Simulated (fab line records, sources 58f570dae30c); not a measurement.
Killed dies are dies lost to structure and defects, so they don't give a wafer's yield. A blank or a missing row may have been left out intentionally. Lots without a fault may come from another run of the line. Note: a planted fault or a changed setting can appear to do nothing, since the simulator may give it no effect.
Split-lot trial | flow berkeleyCmos170 | route with 331 steps; 5 lots, 23 wafers read

== ABOUT THE SPLIT ==
At UCB170_NVT_IMPLANT_07, the setting energyKev was moved away from the recipe's 50 on 7 of the 23 wafers read, by -5.1% to +5.4%. All remaining wafers had this setting at the recipe value.

The reading is taken at the split's own step.

== THE READING ==
implant.drpNm (the simulator's own value, which no gauge read), in nm, at UCB170_NVT_IMPLANT_07. There is no usual value for it anywhere in the file.

wafer  | tool, chamber at the split | energyKev as run | against the recipe | implant.drpNm, nm | against lot-mates on the recipe
L076.2 | implanter-04, 0            | 47.46            | -5.1%              | 17.89             | -0.68
L076.4 | implanter-04, 0            | 47.46            | -5.1%              | 17.89             | -0.68
L076.3 | implanter-04, 0            | 50               | recipe             | 18.57             | -
L076.5 | implanter-04, 0            | 50               | recipe             | 18.57             | -
L076.6 | implanter-04, 0            | 50               | recipe             | 18.57             | -
L079.2 | implanter-03, 0            | 50               | recipe             | 18.57             | -
L079.3 | implanter-03, 0            | 50               | recipe             | 18.57             | -
L079.4 | implanter-03, 0            | 50               | recipe             | 18.57             | -
L079.5 | implanter-03, 0            | 50               | recipe             | 18.57             | -
L079.6 | implanter-03, 0            | 50               | recipe             | 18.57             | -
L082.1 | implanter-03, 0            | 48.55            | -2.9%              | 18.18             | -0.39
L082.3 | implanter-03, 0            | 48.55            | -2.9%              | 18.18             | -0.39
L082.5 | implanter-03, 0            | 48.55            | -2.9%              | 18.18             | -0.39
L082.4 | implanter-03, 0            | 50               | recipe             | 18.57             | -
L082.6 | implanter-03, 0            | 50               | recipe             | 18.57             | -
L083.1 | implanter-02, 0            | 50               | recipe             | 18.57             | -
L083.3 | implanter-02, 0            | 50               | recipe             | 18.57             | -
L083.4 | implanter-02, 0            | 50               | recipe             | 18.57             | -
L083.2 | implanter-02, 0            | 52.71            | +5.4%              | 19.29             | +0.72
L083.5 | implanter-02, 0            | 52.71            | +5.4%              | 19.29             | +0.72
L085.2 | implanter-03, 0            | 50               | recipe             | 18.57             | -
L085.3 | implanter-03, 0            | 50               | recipe             | 18.57             | -
L085.4 | implanter-03, 0            | 50               | recipe             | 18.57             | -

FIT RESULTS
A straight line over all 23 wafers: implant.drpNm changes by +0.133 nm for each +1% of energyKev; r = +1.00; the points scatter about the line by 0.0014 nm.
The same after taking each lot's own level away (the mean of its wafers on the recipe; 23 wafers): +0.133 nm for each +1%; r = +1.00; scatter 0.0014 nm.
According to that fit, moving energyKev by its largest amount changes the reading by 0.72 nm.
The lots' own levels span 18.570 to 18.570 nm.
The two slopes agree, so the slope changes little with the lot-to-lot level.
Check: +0.724 nm against its lot-mates is what the line predicts for one of the wafers moved furthest among these (+5.4%) when that wafer is left out of the fit. Against them it came out at +0.72 nm.

== OTHER SPLITS APPLIED TO THESE WAFERS ==
Note: prior to the reading, these wafers also went through further splits. Each is held against what the fit with the lots' levels taken away leaves over:
other split on the same wafers    | wafers away from the commonest value | r with implant.drpNm (lot level and that fit taken away)
UCB170_NWELL_COAT_07 spinRpm      | 9                                    | -0.15
UCB170_NWELL_ETCH_13 overEtchFrac | 5                                    | +0.36
UCB170_PWELL_CVD_05 pressureMtorr | 18                                   | -0.08
UCB170_PWELL_ETCH_14 timeS        | 10                                   | -0.25
UCB170_ACTIVE_CVD_05 tempC        | 18                                   | +0.04
UCB170_FIELD_OXIDATION_01 tempC   | 18                                   | -0.46

== THE WHOLE CHAIN: every reading that the file lists as answering this split, in the file's order ==
step                  | what it does | reading                                                        | change (the file's fit)               | r (the file's)
UCB170_NVT_IMPLANT_07 |              | implant.rpNm (the simulator's own value, which no gauge read)  | +0.365 nm for each +1% of the setting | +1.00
UCB170_NVT_IMPLANT_07 |              | implant.drpNm (the simulator's own value, which no gauge read) | +0.134 nm for each +1% of the setting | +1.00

== FILE'S OWN FIT ==
implant.drpNm changes by +0.134 nm for each +1% of energyKev, r = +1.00.
